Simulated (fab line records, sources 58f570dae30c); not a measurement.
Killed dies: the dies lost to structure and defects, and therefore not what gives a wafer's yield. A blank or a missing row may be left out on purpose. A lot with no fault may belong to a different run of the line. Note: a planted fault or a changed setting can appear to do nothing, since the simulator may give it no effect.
One fault seen from 2 desks | flow berkeley_cmos170 | every desk sees just its own numbers, and what lay behind them comes last

== AT THE METROLOGY DESK ==
Lot by lot, what the gauges showed, no matter which tool ran the lot: averages of those sampled wafers that carry a number. If a lot's mean is further than 4 standard deviations from the usual mean, the lot is out of limits and carries the mark OUT (the distance appears in the brackets).
Columns: A = PWELL_OXIDE_THK at UCB170_PWELL_THK_MEAS_03, usual 26.5 nm; B = cd_nm at UCB170_ACTIVE_CD_MEAS_90, usual 1200.0 nm
lot  | first seen here | A    | B
L220 | day 2 16:36     | 26.2 | 1200.5
L221 | day 2 20:29     | 26.6 | 1200.4
L222 | day 3 02:10     | 26.4 | 1200.4
L223 | day 3 07:26     | 26.3 | 1200.5
L224 | day 3 13:19     | 26.7 | 1198.1
L225 | day 3 20:41     | 27.5 | 1200.6
L227 | day 4 05:21     | 26.1 | 1201.2
L226 | day 4 05:22     | 25.9 | 1200.9
L230 | day 5 03:01     | 26.6 | 1201.5
L235 | day 5 22:08     | 26.6 | 1201.3
L234 | day 5 22:10     | 26.6 | 1182.6 (-11) OUT
L236 | day 6 04:01     | 26.4 | 1199.6
L241 | day 6 22:41     | 27.3 | 1199.1
L242 | day 7 10:33     | 26.3 | 1197.1
This desk's verdict: out of limits on L234, starting with L234 at day 7 09:20 (cd_nm at UCB170_ACTIVE_CD_MEAS_90). In limits: L220, L221, L222, L223, L224, L225, L227, L226, L230, L235, L236, L241, L242.

== AT THE TOOL OWNER'S DESK: rie_diel-04 ==
The tool's own readings at UCB170_ACTIVE_ETCH_15 (etches Si3N4 in CH3F/Ar/O2, stops on SiO2, target depth 242 nm, time 151 s): means of the sampled wafers that have a number, for each lot that ran on this tool. If a lot's mean is further than 4 standard deviations from the usual mean, the lot is out of limits and carries the mark OUT (the distance appears in the brackets).
Columns: A = drypump_motor_current_A at UCB170_ACTIVE_ETCH_15, usual 5.9 A; B = oes_product_au at UCB170_ACTIVE_ETCH_15, usual 0.949 a.u.; C = throttle_valve_pct at UCB170_ACTIVE_ETCH_15, usual 8.11 %
lot  | first seen here | A   | B                | C
L220 | day 4 08:43     | 5.5 | 0.944            | 8.11
L221 | day 4 16:49     | 5.6 | 0.954            | 8.10
L223 | day 5 04:19     | 5.9 | 0.942            | 8.13
L230 | day 6 14:55     | 5.9 | 0.949            | 8.10
L234 | day 7 09:05     | 5.9 | 0.857 (-6.2) OUT | 8.11
L235 | day 7 14:40     | 5.9 | 0.865 (-5.6) OUT | 8.11
This desk's verdict: out of limits on L234, L235, starting with L234 at day 7 09:05 (oes_product_au at UCB170_ACTIVE_ETCH_15). In limits: L220, L221, L223, L230.

== BROUGHT TOGETHER ==
The tool owner's desk could have raised an alarm at day 7 09:05, on L234, L235.
An alarm was possible from the metrology desk at day 7 09:20, on L234.
The metrology desk holds a record of L235, inside its limits.
The lots listed all ran UCB170_ACTIVE_ETCH_15 on rie_diel-04.

== WHAT WAS PUT IN BY THE SIMULATOR ==
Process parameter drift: rie_diel-04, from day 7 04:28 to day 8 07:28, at UCB170_ACTIVE_ETCH_15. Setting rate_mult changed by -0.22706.
Shown lots that were struck: L234, L235.
Time in hours from fault onset to the first out-of-limits reading at each desk: tool owner's desk 5, metrology desk 5.
